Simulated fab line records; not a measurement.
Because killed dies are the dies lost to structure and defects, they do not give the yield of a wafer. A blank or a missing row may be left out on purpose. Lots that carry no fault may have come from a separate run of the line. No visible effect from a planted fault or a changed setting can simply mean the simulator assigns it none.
Problem report in the 8D (eight disciplines) form, filled by code ; flow rit-cmos ; the parts of the form that need people (team, actions taken, sign-off) are left out

## 1. THE ISSUE
Mean of wafer_temp_C_max at RIT_SILICIDE_RTA_04: 595.9 across 6 wafers in 2 lots; on wafers with no fault it is 654.1 (standard deviation 1.4). That puts it -42 standard deviations away from the usual mean.
The step: time 10 s, ramp up 5 s, ramp down 5 s.
Earliest sighting: wafer L350.1 on rtp-anneal-02 at day 6 10:23. Wafers with a number at this step in the record: 18, from 6 lots. The rule behind "out" and "out of limits": a value lying over 4 standard deviations away from the usual mean. All remaining wafers that have a number are taken as sound.

## 2. WHAT IT IS, AND WHAT IT ISN'T
question;is;is not
which readings at this step;wafer_temp_C_max;-
which lots;L350, L352;L342, L347, L355, L357
which wafers of those lots;all that have a number;-
read on which tools;rtp-anneal-02;rtp-anneal-01
when;from day 6 10:23;"up to then (6 sound wafers); but 6 sound wafers of L355, L357 came after"

## 3. WHAT RULES OUT EACH SUSPECT
Counting: a tool at any process step up to the reading remains a suspect when it ran all the lots that are out and ran no sound lot after the first of those.
- rtp-anneal-01 at RIT_SDANNEAL_RTA_03 (time 5 s): kept. It ran every lot that is out, first L350 (day 6 09:31), and no sound lot after that; its last sound lot up to then is L342 (day 4 13:56).
- pvd-sputter-03 at RIT_SILICIDE_SPUTTER_01 (material Ti, target thk 30 nm, time 240 s): kept. It ran every lot that is out, first L350 (day 6 10:04), and no sound lot after that.
- rtp-anneal-02 at RIT_SILICIDE_RTA_04 (time 10 s, ramp up 5 s, ramp down 5 s): kept. It ran every lot that is out, first L350 (day 6 10:23), and no sound lot after that; its last sound lot up to then is L342 (day 4 14:49). Its own readings are out on those wafers: wafer_temp_C_max.
After the count, these remain: rtp-anneal-01 at RIT_SDANNEAL_RTA_03, pvd-sputter-03 at RIT_SILICIDE_SPUTTER_01 and rtp-anneal-02 at RIT_SILICIDE_RTA_04.

## 4. THE CAUSE (what the simulator had put in)
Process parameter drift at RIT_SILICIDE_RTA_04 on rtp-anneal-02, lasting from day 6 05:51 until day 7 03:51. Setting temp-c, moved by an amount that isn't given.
Counting left 3 suspects, and this tool is among them.

## 5. THE EFFECT CHAIN, in route order
One row per reading whose mean, taken over the struck wafers that have a number, lies over 3 standard deviations from the usual. Scope: only readings with a usual standard deviation given in the record; hours: median across lots of the time from each lot's start at the first step in this table that gives one to its start at this step; sigmas: change in usual standard deviations.
hours;step;reading;usual;on struck wafers;change;sigmas
0;RIT_SILICIDE_RTA_04;wafer_temp_C_max;654.1;595.9;-58.2;-42
Here are the process steps it includes:
- RIT_SILICIDE_RTA_04: time 10 s, ramp up 5 s, ramp down 5 s.

## 6. WHAT WOULD HAVE CAUGHT IT SOONER
In this record the first reading out of limits was taken at day 6 10:23, 5 hours after the fault began at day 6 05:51.
